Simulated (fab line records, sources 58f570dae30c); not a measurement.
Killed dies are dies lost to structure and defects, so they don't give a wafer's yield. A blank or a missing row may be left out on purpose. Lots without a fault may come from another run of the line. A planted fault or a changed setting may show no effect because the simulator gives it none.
A struck lot beside a sound one | flow berkeley_cmos170 | 43 steps out of a route of 331
Sound: wafers L863.3, L863.4, L863.5. Struck: wafers L870.2, L870.3, L870.4. The cause comes at the end.
At each step with rows: each side's tool, then ch and its chambers, then its first start. Under that, the readings that differ: sound wafers | struck wafers | difference of the means | sigmas: that difference in standard deviations of wafers without a fault.
alike: readings whose means differ by less than 2 such deviations, and words and numbers that are the same on both sides. not compared: withheld readings, readings that some wafer has no value for, bounds like >300 that may hide the same value, and numbers for which the record gives no deviation and whose values overlap.
The two part at a step that has a row with sigmas, a row that says differs or no value, or rows on one side only. Numbers that don't overlap but have no deviation are shown without sigmas and don't part them. A reading that every wafer of one side lacks parts them only if that side has two wafers or more.

first, 1 step without rows for these wafers: UCB170_PLDD_IMPLANT_09.
UCB170_PLDD_STRIP_10: strips in O2.
  sound on plasma_asher-02 ch 0,1, day 6 23:25; struck on plasma_asher-04 ch 0,1, day 7 18:55
  reading                      | sound             | struck            | difference | sigmas
  strip_time_to_endpoint_s (s) | 21.76 21.73 21.80 | 21.60 21.55 21.66 | -0.16      | -2
  alike: drypump_motor_current_A, oes_product_au
  not compared: rf_hours_counter_h
UCB170_PLDD_TW_MEAS_11:
  sound on film_metro-01, day 6 23:30; struck on film_metro-04, day 7 19:01
  alike: PLDD_TW
then, 7 steps without rows for these wafers: UCB170_PLDD_CLEAN_12 (cleans in SPM, time 600 s); UCB170_NLDD_HMDS_00 (prime time 60 s); UCB170_NLDD_COAT_01 (resist thk 900 nm); UCB170_NLDD_SOFTBAKE_02 (time 60 s); UCB170_NLDD_EXPOSE_03 (exposes mask NSELECT, target cd 1200 nm); UCB170_NLDD_PEB_04; UCB170_NLDD_DEVELOP_05 (develop time 45 s).
UCB170_NLDD_CD_MEAS_06: target cd 1200 nm.
  sound on cd_sem-01, day 7 01:10; struck on cd_sem-02, day 7 20:35
  alike: cd_nm
UCB170_NLDD_OVL_MEAS_07:
  sound on overlay-01, day 7 01:15; struck on overlay-02, day 7 20:41
  alike: NLDD_OVL
UCB170_NLDD_IMPLANT_08:
  sound on implanter-01 ch 0, day 7 01:19; struck on implanter-04 ch 0, day 7 20:44
  reading                   | sound             | struck            | difference | sigmas
  implant_ion_amu           | 75 75 75          | 49 49 49          | -26        |
  model.implant.drp_nm (nm) | 9.611 9.611 9.611 | 12.97 12.97 12.97 | +3.36      |
  model.implant.rp_nm (nm)  | 20.9 20.9 20.9    | 24.15 24.15 24.15 | +3.25      |
  alike: dose_ions_cm2
then, 1 step without rows for these wafers: UCB170_NLDD_IMPLANT_09.
UCB170_NLDD_STRIP_10: strips in O2.
  sound on plasma_asher-03 ch 0,1, day 7 01:36; struck on plasma_asher-01 ch 0,1, day 7 21:01
  alike: drypump_motor_current_A, oes_product_au, strip_time_to_endpoint_s
  not compared: rf_hours_counter_h
UCB170_NLDD_TW_MEAS_11:
  sound on film_metro-04, day 7 01:41; struck on film_metro-04, day 7 21:08
  reading | sound          | struck         | difference | sigmas
  NLDD_TW | 2248 2235 2244 | 1955 1953 1953 | -289       | -14
then, 1 step without rows for these wafers: UCB170_NLDD_CLEAN_12 (cleans in SPM, time 600 s).
UCB170_SPACER_CVD_00: deposits SiO2 from TEOS/O2, target thk 376 nm, time 47 s.
  sound on pecvd-04 ch 0,1, day 7 04:35; struck on pecvd-02 ch 0,2, day 7 21:21
  alike: heater_power_w, rf_fwd_power_W, susceptor_temp_C
UCB170_SPACER_THK_MEAS_01:
  sound on film_metro-01, day 7 04:40; struck on film_metro-03, day 7 21:24
  alike: SPACER_TEOS_THK
then, 1 step without rows for these wafers: UCB170_SPACER_ANNEAL_02 (time 1800 s).
UCB170_SPACER_ETCHBACK_03: etches SiO2 in CHF3/CF4/Ar, stops on Si, target depth 376 nm, time 100 s.
  sound on rie_diel-03 ch 0,3, day 7 06:19; struck on rie_diel-03 ch 0,2,3, day 8 00:29
  alike: drypump_motor_current_A, oes_product_au, rf_fwd_power_W, throttle_valve_pct
  not compared: rf_hours_counter_h
then, 6 steps without rows for these wafers: UCB170_PSD_HMDS_00 (prime time 60 s); UCB170_PSD_COAT_01 (resist thk 900 nm); UCB170_PSD_SOFTBAKE_02 (time 60 s); UCB170_PSD_EXPOSE_03 (exposes mask PSELECT MOD, target cd 1200 nm); UCB170_PSD_PEB_04; UCB170_PSD_DEVELOP_05 (develop time 45 s).
UCB170_PSD_CD_MEAS_06: target cd 1200 nm.
  sound on cd_sem-01, day 7 08:46; struck on cd_sem-02, day 8 01:44
  alike: cd_nm
UCB170_PSD_OVL_MEAS_07:
  sound on overlay-01, day 7 08:51; struck on overlay-01, day 8 01:50
  alike: PSD_OVL
then, 1 step without rows for these wafers: UCB170_PSD_IMPLANT_08.
UCB170_PSD_STRIP_09: strips in O2.
  sound on plasma_asher-03 ch 0,1, day 7 09:04; struck on plasma_asher-03 ch 0,1, day 8 02:01
  alike: drypump_motor_current_A, oes_product_au, strip_time_to_endpoint_s
  not compared: rf_hours_counter_h
UCB170_PSD_TW_MEAS_10:
  sound on film_metro-01, day 7 09:08; struck on film_metro-04, day 8 02:08
  reading | sound          | struck         | difference | sigmas
  PSD_TW  | 2312 2316 2323 | 2351 2362 2364 | +42        | +2
then, 7 steps without rows for these wafers: UCB170_PSD_CLEAN_11 (cleans in SPM, time 600 s); UCB170_NSD_HMDS_00 (prime time 60 s); UCB170_NSD_COAT_01 (resist thk 900 nm); UCB170_NSD_SOFTBAKE_02 (time 60 s); UCB170_NSD_EXPOSE_03 (exposes mask NSELECT MOD, target cd 1200 nm); UCB170_NSD_PEB_04; UCB170_NSD_DEVELOP_05 (develop time 45 s).
UCB170_NSD_CD_MEAS_06: target cd 1200 nm.
  sound on cd_sem-01, day 7 13:43; struck on cd_sem-02, day 8 04:03
  alike: cd_nm
UCB170_NSD_OVL_MEAS_07:
  sound on overlay-01, day 7 13:49; struck on overlay-01, day 8 04:10
  alike: NSD_OVL
then, 1 step without rows for these wafers: UCB170_NSD_IMPLANT_08.
UCB170_SDANNEAL_RS_MEAS_05: measures by four-point-probe.
  sound on film_metro-02, day 7 15:50; struck on film_metro-02, day 8 06:10
  reading          | sound             | struck | difference                    | sigmas
  NLDD_RS (ohm/sq) | 616.0 616.9 616.7 | - - -  | no value on the struck wafers |

WHERE THEY PART
First at UCB170_PLDD_STRIP_10; last, within this record, at UCB170_SDANNEAL_RS_MEAS_05.

WHY: what the simulator had put in
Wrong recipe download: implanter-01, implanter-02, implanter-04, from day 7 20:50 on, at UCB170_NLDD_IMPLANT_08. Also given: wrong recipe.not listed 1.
